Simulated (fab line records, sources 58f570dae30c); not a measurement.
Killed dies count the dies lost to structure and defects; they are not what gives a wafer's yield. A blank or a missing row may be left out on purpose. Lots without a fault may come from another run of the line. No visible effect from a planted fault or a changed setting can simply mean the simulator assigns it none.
fab line records	flow berkeley-cmos170	part 1 of 2: steps 1 to 29 of 41
[record] lots = 5	wafers = 15	last-day = 13
route steps=331 shown PLDD@156 NLDD@158 SPACER@171 PSD@175 NSD@187
lots that met no fault: taken from a fault-free run of the same line
start-h: hours from the record's opening day to when the first of the lot's shown wafers began	wait-h: how many hours have passed since the lot's step before this one	" unchanged from the row above	L1.1+2: one row covering several wafers at once	- value missing, or start not given	* or withheld: withheld	< > ~ a bound
route shown NAME@n: a module of which the file shows steps, and the number in the route of the first	usual: mean/standard deviation taken from wafers without a fault	same: alike in all rows	chamber/n: place in a boat	sites: per-site readings	_std_site: the standard deviation of these	_edge_site: outer sites' mean less inner sites'	radius-mm: for every site, how far away it sits from the centre of the wafer	mask NAME#n: copy n	behind: the most recent tool/chamber to have shaped the wafer	hold: cause of the lot's hold/its duration in hours/its outcome	device: the n, p or np transistor that did not switch	end of line: the route-end tests of the same wafers	a step without rows: its recipe alone	killed: dies that structure and defects cost at the first sort, which is not the same as the wafer's yield	map: a wafer's dies, marking killed ones x, the rest . and places with no die _
set.NAME: the setting the step ran with; set.NAME@STEP: the setting that earlier step ran with	model.NAME: the simulator's own value behind a step, which no gauge read
lots seen at some steps along the route; tables by step, rows by wafer
services: when a tool's chamber went out of use (start-h, in hours from the record's first day, below 0 if earlier), for how many hours, and the reason
[[steps]]
[step UCB170_PLDD_TW_MEAS_11]
[usual] PLDD_TW = 1024/15
lot.wafer	tool	chamber	start-h	wait-h	PLDD_TW
L075.2	film-metro-04	-	173.84	0.1	1010
L075.5	"	-	"	"	1006
L075.6	"	-	"	"	1016
L077.1	film-metro-02	-	174.38	0.1	1040
L077.2	"	-	"	"	1033
L077.4	"	-	"	"	1033
L082.2	film-metro-03	-	199.04	0.1	1036
L082.4	"	-	"	"	1037
L082.5	"	-	"	"	1036
L096.2	film-metro-02	-	267.64	0.1	1026
L096.3	"	-	"	"	1031
L096.5	"	-	"	"	1024
L097.3	film-metro-04	-	267.79	0.1	1013
L097.4	"	-	"	"	1007
L097.6	"	-	"	"	1005
[step UCB170_PLDD_CLEAN_12]
[recipe] chemistry = SPM	temp-c = 120	time-s = 600
lot.wafer	tool	chamber	start-h	wait-h
L075.2+5+6	wet-bench-03	1	174.06	0.2
L077.1+2+4	wet-bench-03	2	174.59	0.2
L082.2+4+5	wet-bench-02	2	199.09	0.0
L096.2+3+5	wet-bench-03	3	267.69	0.0
L097.3+4+6	wet-bench-03	1	267.86	0.1
[step UCB170_NLDD_HMDS_00]
[recipe] prime-time-s = 60	prime-temp-c = 100
lot.wafer	tool	chamber	start-h	wait-h
L075.2+5+6	litho-track-02	0	174.26	0.0
L077.1+2+4	litho-track-03	0	174.76	0.0
L082.2+4+5	litho-track-04	0	199.62	0.3
L096.2+3+5	litho-track-04	0	267.90	0.0
L097.3+4+6	litho-track-03	0	268.16	0.1
[step UCB170_NLDD_COAT_01]
[recipe] resist = KrF	spin-rpm = 1500	resist-thk-nm = 900
[usual] dispense-pressure-kPa = 49/4.5
lot.wafer	tool	chamber	start-h	wait-h	dispense-pressure-kPa
L075.2	litho-track-02	0	174.41	0.1	44
L075.5	"	0	"	"	44
L075.6	"	0	"	"	44
L077.1	litho-track-03	0	174.91	0.1	55
L077.2	"	0	"	"	55
L077.4	"	0	"	"	55
L082.2	litho-track-04	0	199.77	0.1	47
L082.4	"	0	"	"	47
L082.5	"	0	"	"	47
L096.2	litho-track-04	0	268.05	0.1	47
L096.3	"	0	"	"	47
L096.5	"	0	"	"	47
L097.3	litho-track-03	0	268.31	0.1	55
L097.4	"	0	"	"	55
L097.6	"	0	"	"	55
[step UCB170_NLDD_SOFTBAKE_02]
[recipe] resist = KrF	temp-c = 130	time-s = 60
lot.wafer	tool	chamber	start-h	wait-h
L075.2+5+6	litho-track-02	0	174.56	0.1
L077.1+2+4	litho-track-03	0	175.06	0.1
L082.2+4+5	litho-track-04	0	199.92	0.1
L096.2+3+5	litho-track-04	0	268.20	0.1
L097.3+4+6	litho-track-03	0	268.46	0.1
[step UCB170_NLDD_EXPOSE_03]
[recipe] mask-id = NSELECT	na = 0.5	sigma-outer = 0.6	source-shape = conventional	target-cd-nm = 1200	dose-mj = 30
[usual] focus-offset-nm = -0.2/0.57
lot.wafer	tool	chamber	start-h	wait-h	mask	focus-offset-nm
L075.2	krf-scanner-02	0	174.71	0.1	NSELECT#0	0.2
L075.5	"	0	"	"	NSELECT#0	0.8
L075.6	"	0	"	"	NSELECT#0	0.7
L077.1	krf-scanner-01	0	175.41	0.3	NSELECT#0	0.7
L077.2	"	0	"	"	NSELECT#0	0.4
L077.4	"	0	"	"	NSELECT#0	0.6
L082.2	krf-scanner-02	0	200.07	0.1	NSELECT#0	0.2
L082.4	"	0	"	"	NSELECT#0	0.2
L082.5	"	0	"	"	NSELECT#0	-0.5
L096.2	krf-scanner-02	0	268.34	0.1	NSELECT#0	-0.7
L096.3	"	0	"	"	NSELECT#0	0.7
L096.5	"	0	"	"	NSELECT#0	0.5
L097.3	krf-scanner-02	0	268.59	0.1	NSELECT#0	0.1
L097.4	"	0	"	"	NSELECT#0	-0.8
L097.6	"	0	"	"	NSELECT#0	-0.8
[step UCB170_NLDD_PEB_04]
[recipe] peb-temp-c = 130	peb-time-s = withheld	resist = KrF
lot.wafer	tool	chamber	start-h	wait-h
L075.2+5+6	litho-track-02	0	174.83	0.1
L077.1+2+4	litho-track-03	0	175.53	0.1
L082.2+4+5	litho-track-02	0	200.22	0.1
L096.2+3+5	litho-track-03	0	268.58	0.2
L097.3+4+6	litho-track-02	0	268.87	0.3
[step UCB170_NLDD_DEVELOP_05]
[recipe] developer = TMAH	develop-time-s = 45	resist = KrF	dev-temp-c = 21
[same] develop-time-s = 45
lot.wafer	tool	chamber	start-h	wait-h
L075.2+5+6	litho-track-02	0	-	-
L077.1+2+4	litho-track-03	0	-	-
L082.2+4+5	litho-track-02	0	-	-
L096.2+3+5	litho-track-03	0	-	-
L097.3+4+6	litho-track-02	0	-	-
[step UCB170_NLDD_CD_MEAS_06]
[recipe] target-cd-nm = 1200
[usual] cd-nm = 1200.3/1.4
lot.wafer	tool	chamber	start-h	wait-h	cd-nm
L075.2	cd-sem-01	-	175.10	-	1199.5
L075.5	"	-	"	"	1198.8
L075.6	"	-	"	"	1198.8
L077.1	cd-sem-02	-	175.80	-	1202.7
L077.2	"	-	"	"	1201.5
L077.4	"	-	"	"	1202.2
L082.2	cd-sem-02	-	200.53	-	1198.7
L082.4	"	-	"	"	1199.3
L082.5	"	-	"	"	1199.2
L096.2	cd-sem-02	-	268.85	-	1198.6
L096.3	"	-	"	"	1199.7
L096.5	"	-	"	"	1200.2
L097.3	cd-sem-01	-	269.14	-	1198.3
L097.4	"	-	"	"	1198.4
L097.6	"	-	"	"	1197.6
[step UCB170_NLDD_OVL_MEAS_07]
[usual] NLDD_OVL = 0/5.3
lot.wafer	tool	chamber	start-h	wait-h	NLDD_OVL[nm]
L075.2	overlay-01	-	175.21	0.1	5
L075.5	"	-	"	"	8
L075.6	"	-	"	"	2
L077.1	overlay-02	-	175.92	0.1	9
L077.2	"	-	"	"	6
L077.4	"	-	"	"	6
L082.2	overlay-01	-	200.64	0.1	-1
L082.4	"	-	"	"	-1
L082.5	"	-	"	"	-4
L096.2	overlay-01	-	268.96	0.1	7
L096.3	"	-	"	"	8
L096.5	"	-	"	"	7
L097.3	overlay-02	-	269.23	0.1	8
L097.4	"	-	"	"	5
L097.6	"	-	"	"	8
[step UCB170_NLDD_IMPLANT_08]
[recipe] species = As	dose-cm2 = 5e+13	energy-kev = 30	tilt-deg = 7	rotation-deg = 0
[usual] dose-ions-cm2 = 5e+13/5.2e+10
lot.wafer	tool	chamber	start-h	wait-h	dose-ions-cm2
L075.2	implanter-03	0	175.26	0.0	5e+13
L075.5	"	0	"	"	5.005e+13
L075.6	"	0	"	"	5.001e+13
L077.1	implanter-03	0	175.96	0.0	4.999e+13
L077.2	"	0	"	"	4.991e+13
L077.4	"	0	"	"	4.994e+13
L082.2	implanter-03	0	200.70	0.0	5.003e+13
L082.4	"	0	"	"	5.001e+13
L082.5	"	0	"	"	5.002e+13
L096.2	implanter-02	0	269.01	0.0	4.998e+13
L096.3	"	0	"	"	4.993e+13
L096.5	"	0	"	"	4.991e+13
L097.3	implanter-03	0	269.30	0.1	4.987e+13
L097.4	"	0	"	"	5.001e+13
L097.6	"	0	"	"	5.008e+13
[step UCB170_NLDD_IMPLANT_09]
[recipe] species = As	dose-cm2 = 5e+13	energy-kev = 30	tilt-deg = 7	rotation-deg = 180
[usual] dose-ions-cm2 = 5.001e+13/5.8e+10
lot.wafer	tool	chamber	start-h	wait-h	dose-ions-cm2
L075.2	implanter-03	0	175.41	0.1	4.996e+13
L075.5	"	0	"	"	4.997e+13
L075.6	"	0	"	"	5.004e+13
L077.1	implanter-03	0	176.11	0.1	5.005e+13
L077.2	"	0	"	"	4.993e+13
L077.4	"	0	"	"	4.995e+13
L082.2	implanter-03	0	200.85	0.1	5.012e+13
L082.4	"	0	"	"	5e+13
L082.5	"	0	"	"	5.017e+13
L096.2	implanter-02	0	269.16	0.1	5e+13
L096.3	"	0	"	"	4.995e+13
L096.5	"	0	"	"	4.99e+13
L097.3	implanter-03	0	269.45	0.1	5.003e+13
L097.4	"	0	"	"	5.005e+13
L097.6	"	0	"	"	4.998e+13
[step UCB170_NLDD_STRIP_10]
[recipe] chemistry = O2	power-w = 400	pressure-mtorr = 3500	platen-temp-c = withheld	o2-flow-sccm = 400	overash-fraction = 0.5
[usual] drypump-motor-current-A = 6.25/0.27	o2-flow-sccm = 399.8/1.3	oes-product-au = 0.734/0.0048	strip-time-to-endpoint-s = 21.62/0.064
lot.wafer	tool	chamber	start-h	wait-h	drypump-motor-current-A	o2-flow-sccm	oes-product-au	rf-hours-counter-h	strip-time-to-endpoint-s
L075.2	plasma-asher-03	0	175.54	0.1	6.43	399.2	0.732	5	21.62
L075.5	"	1	"	"	5.76	402.9	0.729	-	21.67
L075.6	"	0	"	"	6.44	397.6	0.735	-	21.60
L077.1	plasma-asher-03	1	176.26	0.1	5.74	401.2	0.734	6	21.61
L077.2	"	0	"	"	6.41	400.4	0.743	6	21.62
L077.4	"	0	"	"	6.44	400.2	0.736	-	21.56
L082.2	plasma-asher-02	0	200.97	0.1	6.36	400.3	0.743	43	21.68
L082.4	"	1	"	"	6.58	400.1	0.731	-	21.75
L082.5	"	1	"	"	6.54	400.4	0.729	-	21.72
L096.2	plasma-asher-02	0	269.29	0.1	6.38	400.5	0.734	52	21.66
L096.3	"	1	"	"	6.50	400.5	0.733	-	21.61
L096.5	"	1	"	"	6.53	399.4	0.734	-	21.60
L097.3	plasma-asher-03	0	269.59	0.1	6.45	399.1	0.736	-	21.62
L097.4	"	1	"	"	5.74	402.1	0.738	-	21.67
L097.6	"	0	"	"	6.42	399.2	0.733	-	21.72
[step UCB170_NLDD_TW_MEAS_11]
[usual] NLDD_TW = 2248/33
lot.wafer	tool	chamber	start-h	wait-h	NLDD_TW
L075.2	film-metro-03	-	175.65	0.1	2284
L075.5	"	-	"	"	2258
L075.6	"	-	"	"	2267
L077.1	film-metro-03	-	176.36	0.1	2260
L077.2	"	-	"	"	2269
L077.4	"	-	"	"	2271
L082.2	film-metro-04	-	201.08	0.1	2206
L082.4	"	-	"	"	2200
L082.5	"	-	"	"	2211
L096.2	film-metro-03	-	269.40	0.1	2279
L096.3	"	-	"	"	2276
L096.5	"	-	"	"	2258
L097.3	film-metro-03	-	269.67	0.1	2277
L097.4	"	-	"	"	2272
L097.6	"	-	"	"	2267
[step UCB170_NLDD_CLEAN_12]
[recipe] chemistry = SPM	temp-c = 120	time-s = 600
lot.wafer	tool	chamber	start-h	wait-h
L075.2+5+6	wet-bench-01	2	175.70	0.0
L077.1+2+4	wet-bench-03	1	176.42	0.1
L082.2+4+5	wet-bench-02	2	201.13	0.0
L096.2+3+5	wet-bench-01	3	269.45	0.0
L097.3+4+6	wet-bench-01	2	269.71	0.0
[step UCB170_SPACER_CVD_00]
[recipe] material = SiO2	target-thk-nm = 376	temp-c = 390	precursor = TEOS/O2	time-s = 47	rf-w = 550	pressure-mtorr = 9000
[usual] heater-power-w = 266/54
lot.wafer	tool	chamber	start-h	wait-h	heater-power-w
L075.2	pecvd-02	0	175.89	0.0	238
L075.5	"	0	"	"	245
L075.6	"	2	"	"	275
L077.1	pecvd-02	0	176.60	0.0	227
L077.2	"	1	"	"	220
L077.4	"	0	"	"	238
L082.2	pecvd-01	2	201.32	0.0	296
L082.4	"	2	"	"	301
L082.5	"	1	"	"	341
L096.2	pecvd-02	2	269.62	0.0	254
L096.3	"	0	"	"	212
L096.5	"	0	"	"	223
L097.3	pecvd-01	1	269.89	0.0	376
L097.4	"	2	"	"	294
L097.6	"	0	"	"	274
[step UCB170_SPACER_THK_MEAS_01]
[recipe] reads = SiO2_of_SPACER_CVD_00
[usual] SPACER_TEOS_THK = 377/5
lot.wafer	tool	chamber	start-h	wait-h	SPACER_TEOS_THK[nm]
L075.2	film-metro-04	-	175.94	0.0	376
L075.5	"	-	"	"	384
L075.6	"	-	"	"	377
L077.1	film-metro-04	-	176.64	0.0	372
L077.2	"	-	"	"	371
L077.4	"	-	"	"	381
L082.2	film-metro-02	-	201.37	0.0	378
L082.4	"	-	"	"	383
L082.5	"	-	"	"	378
L096.2	film-metro-01	-	269.68	0.0	367
L096.3	"	-	"	"	373
L096.5	"	-	"	"	379
L097.3	film-metro-04	-	269.95	0.0	371
L097.4	"	-	"	"	373
L097.6	"	-	"	"	373
[step UCB170_SPACER_ANNEAL_02]
[recipe] temp-c = 900	time-s = 1800	ambient = N2
lot.wafer	tool	chamber	start-h	wait-h
L075.2+5+6	furnace-02	0	180.81	4.9
L077.1+2+4	furnace-02	0	180.81	4.2
L082.2+4+5	furnace-01	0	205.81	4.4
L096.2+3+5	furnace-01	0	274.43	4.7
L097.3+4+6	furnace-01	0	274.43	4.5
[step UCB170_SPACER_ETCHBACK_03]
[recipe] stop-on = Si	target = SiO2	chemistry = CHF3/CF4/Ar	CHF3_flow_sccm = 50	cf4-flow-sccm = 10	Ar_flow_sccm = 120	pressure-mtorr = 200	rf-w = 500	target-depth-a = 3760	time-s = 100
[usual] drypump-motor-current-A = 5.5/0.43	oes-product-au = 0.901/0.016	throttle-valve-pct = 6.51/0.094
lot.wafer	tool	chamber	start-h	wait-h	drypump-motor-current-A	oes-product-au	rf-hours-counter-h	throttle-valve-pct
L075.2	rie-diel-02	0	182.31	0.0	6.4	0.920	51	6.44
L075.5	"	3	"	"	5.6	0.907	-	6.53
L075.6	"	0	"	"	6.4	0.916	-	6.44
L077.1	rie-diel-02	3	182.39	0.1	5.6	0.895	7	6.54
L077.2	"	0	"	"	6.4	0.915	51	6.43
L077.4	"	2	"	"	5.4	0.906	1	6.59
L082.2	rie-diel-01	3	207.31	0.0	5.1	0.900	17	6.47
L082.4	"	1	"	"	5.5	0.902	36	6.69
L082.5	"	0	"	"	5.2	0.898	-	6.37
L096.2	rie-diel-02	3	275.93	0.0	5.6	0.873	12	6.55
L096.3	"	2	"	"	5.4	0.884	5	6.60
L096.5	"	1	"	"	5.3	0.894	-	6.50
L097.3	rie-diel-01	3	275.93	0.0	5.1	0.896	20	6.47
L097.4	"	0	"	"	5.2	0.877	104	6.38
L097.6	"	2	"	"	5.0	0.913	-	6.45
[step UCB170_PSD_HMDS_00]
[recipe] prime-time-s = 60	prime-temp-c = 100
lot.wafer	tool	chamber	start-h	wait-h
L075.2+5+6	litho-track-01	0	182.41	0.1
L077.1+2+4	litho-track-01	0	182.84	0.4
L082.2+4+5	litho-track-03	0	207.92	0.6
L096.2+3+5	litho-track-02	0	276.25	0.3
L097.3+4+6	litho-track-03	0	276.32	0.4
[step UCB170_PSD_COAT_01]
[recipe] resist = KrF	spin-rpm = 1500	resist-thk-nm = 900
[usual] dispense-pressure-kPa = 47/4.8
lot.wafer	tool	chamber	start-h	wait-h	dispense-pressure-kPa
L075.2	litho-track-01	0	182.56	0.1	44
L075.5	"	0	"	"	44
L075.6	"	0	"	"	44
L077.1	litho-track-01	0	182.99	0.1	44
L077.2	"	0	"	"	44
L077.4	"	0	"	"	44
L082.2	litho-track-03	0	208.07	0.1	55
L082.4	"	0	"	"	55
L082.5	"	0	"	"	55
L096.2	litho-track-02	0	276.40	0.1	44
L096.3	"	0	"	"	44
L096.5	"	0	"	"	44
L097.3	litho-track-03	0	276.47	0.1	55
L097.4	"	0	"	"	55
L097.6	"	0	"	"	55
[step UCB170_PSD_SOFTBAKE_02]
[recipe] resist = KrF	temp-c = 130	time-s = 60
lot.wafer	tool	chamber	start-h	wait-h
L075.2+5+6	litho-track-01	0	182.71	0.1
L077.1+2+4	litho-track-01	0	183.14	0.1
L082.2+4+5	litho-track-03	0	208.22	0.1
L096.2+3+5	litho-track-02	0	276.55	0.1
L097.3+4+6	litho-track-03	0	276.62	0.1
[step UCB170_PSD_EXPOSE_03]
[recipe] mask-id = PSELECT_MOD	na = 0.5	sigma-outer = 0.6	source-shape = conventional	target-cd-nm = 1200	dose-mj = 30
[usual] focus-offset-nm = 0.0/0.51
lot.wafer	tool	chamber	start-h	wait-h	mask	focus-offset-nm
L075.2	krf-scanner-01	0	182.86	0.1	PSELECT_MOD#0	0.8
L075.5	"	0	"	"	PSELECT_MOD#0	0.1
L075.6	"	0	"	"	PSELECT_MOD#0	0.3
L077.1	krf-scanner-01	0	183.30	0.1	PSELECT_MOD#0	-0.7
L077.2	"	0	"	"	PSELECT_MOD#0	-0.4
L077.4	"	0	"	"	PSELECT_MOD#0	0.2
L082.2	krf-scanner-02	0	208.62	0.4	PSELECT_MOD#0	-0.8
L082.4	"	0	"	"	PSELECT_MOD#0	-0.1
L082.5	"	0	"	"	PSELECT_MOD#0	-0.6
L096.2	krf-scanner-02	0	276.70	0.1	PSELECT_MOD#0	-0.5
L096.3	"	0	"	"	PSELECT_MOD#0	0.5
L096.5	"	0	"	"	PSELECT_MOD#0	0.2
L097.3	krf-scanner-01	0	276.96	0.3	PSELECT_MOD#0	0.2
L097.4	"	0	"	"	PSELECT_MOD#0	-0.2
L097.6	"	0	"	"	PSELECT_MOD#0	0.5
[step UCB170_PSD_PEB_04]
[recipe] peb-temp-c = 130	peb-time-s = withheld	resist = KrF
lot.wafer	tool	chamber	start-h	wait-h
L075.2+5+6	litho-track-03	0	182.98	0.1
L077.1+2+4	litho-track-03	0	183.50	0.2
L082.2+4+5	litho-track-03	0	208.92	0.3
L096.2+3+5	litho-track-03	0	277.19	0.5
L097.3+4+6	litho-track-01	0	277.45	0.5
[step UCB170_PSD_DEVELOP_05]
[recipe] developer = TMAH	develop-time-s = 45	resist = KrF	dev-temp-c = 21
[same] develop-time-s = 45
lot.wafer	tool	chamber	start-h	wait-h
L075.2+5+6	litho-track-03	0	-	-
L077.1+2+4	litho-track-03	0	-	-
L082.2+4+5	litho-track-03	0	-	-
L096.2+3+5	litho-track-03	0	-	-
L097.3+4+6	litho-track-01	0	-	-
[step UCB170_PSD_CD_MEAS_06]
[recipe] target-cd-nm = 1200
[usual] cd-nm = 1199.7/1.5
lot.wafer	tool	chamber	start-h	wait-h	cd-nm
L075.2	cd-sem-01	-	183.25	-	1202.9
L075.5	"	-	"	"	1202.2
L075.6	"	-	"	"	1202.8
L077.1	cd-sem-02	-	183.78	-	1198.4
L077.2	"	-	"	"	1198.8
L077.4	"	-	"	"	1197.6
L082.2	cd-sem-02	-	209.19	-	1197.7
L082.4	"	-	"	"	1198.0
L082.5	"	-	"	"	1198.3
L096.2	cd-sem-01	-	277.46	-	1200.0
L096.3	"	-	"	"	1199.2
L096.5	"	-	"	"	1199.4
L097.3	cd-sem-02	-	277.72	-	1199.2
L097.4	"	-	"	"	1200.5
L097.6	"	-	"	"	1199.5
[step UCB170_PSD_OVL_MEAS_07]
[usual] PSD_OVL = -1/5.8
lot.wafer	tool	chamber	start-h	wait-h	PSD_OVL[nm]
L075.2	overlay-01	-	183.35	0.1	-11
L075.5	"	-	"	"	-8
L075.6	"	-	"	"	-5
L077.1	overlay-01	-	183.90	0.1	1
L077.2	"	-	"	"	3
L077.4	"	-	"	"	3
L082.2	overlay-02	-	209.30	0.1	-4
L082.4	"	-	"	"	-7
L082.5	"	-	"	"	0
L096.2	overlay-01	-	277.57	0.1	-1
L096.3	"	-	"	"	-12
L096.5	"	-	"	"	-6
L097.3	overlay-01	-	277.81	0.1	1
L097.4	"	-	"	"	5
L097.6	"	-	"	"	1
[step UCB170_PSD_IMPLANT_08]
[recipe] species = B	dose-cm2 = 3e+15	energy-kev = 20	tilt-deg = 7
[usual] dose-ions-cm2 = 3.001e+15/3.1e+12
lot.wafer	tool	chamber	start-h	wait-h	dose-ions-cm2
L075.2	implanter-01	0	183.41	0.0	2.997e+15
L075.5	"	0	"	"	2.997e+15
L075.6	"	0	"	"	2.996e+15
L077.1	implanter-01	0	183.93	0.0	2.998e+15
L077.2	"	0	"	"	3.004e+15
L077.4	"	0	"	"	2.998e+15
L082.2	implanter-02	0	209.35	0.0	2.995e+15
L082.4	"	0	"	"	3.003e+15
L082.5	"	0	"	"	3.001e+15
L096.2	implanter-03	0	277.62	0.0	2.999e+15
L096.3	"	0	"	"	2.998e+15
L096.5	"	0	"	"	2.995e+15
L097.3	implanter-01	0	277.89	0.1	3e+15
L097.4	"	0	"	"	2.998e+15
L097.6	"	0	"	"	3e+15
[step UCB170_PSD_STRIP_09]
[recipe] chemistry = O2	power-w = 400	pressure-mtorr = 3500	platen-temp-c = withheld	o2-flow-sccm = 400	overash-fraction = 0.5
[usual] drypump-motor-current-A = 6.22/0.28	o2-flow-sccm = 400.1/1.2	oes-product-au = 0.601/0.005	strip-time-to-endpoint-s = 29.37/0.073
lot.wafer	tool	chamber	start-h	wait-h	drypump-motor-current-A	o2-flow-sccm	oes-product-au	rf-hours-counter-h	strip-time-to-endpoint-s
L075.2	plasma-asher-01	1	183.53	0.1	6.42	400.7	0.590	42	29.29
L075.5	"	1	"	"	6.37	400.2	0.593	-	29.33
L075.6	"	0	"	"	6.19	400.2	0.600	-	29.34
L077.1	plasma-asher-02	1	184.08	0.1	6.54	398.6	0.596	41	29.39
L077.2	"	0	"	"	6.36	399.0	0.599	41	29.41
L077.4	"	1	"	"	6.58	400.0	0.590	-	29.44
L082.2	plasma-asher-04	1	209.48	0.1	6.00	398.0	0.593	47	29.32
L082.4	"	1	"	"	6.02	399.2	0.601	-	29.24
L082.5	"	1	"	"	5.99	399.9	0.605	-	29.32
L096.2	plasma-asher-04	1	277.75	0.1	6.01	399.0	0.602	55	29.40
L096.3	"	0	"	"	5.74	397.8	0.599	-	29.42
L096.5	"	0	"	"	5.74	400.0	0.600	-	29.33
L097.3	plasma-asher-02	0	278.02	0.1	6.38	401.8	0.585	-	29.34
L097.4	"	1	"	"	6.56	399.8	0.594	-	29.29
L097.6	"	0	"	"	6.37	401.7	0.599	-	29.26
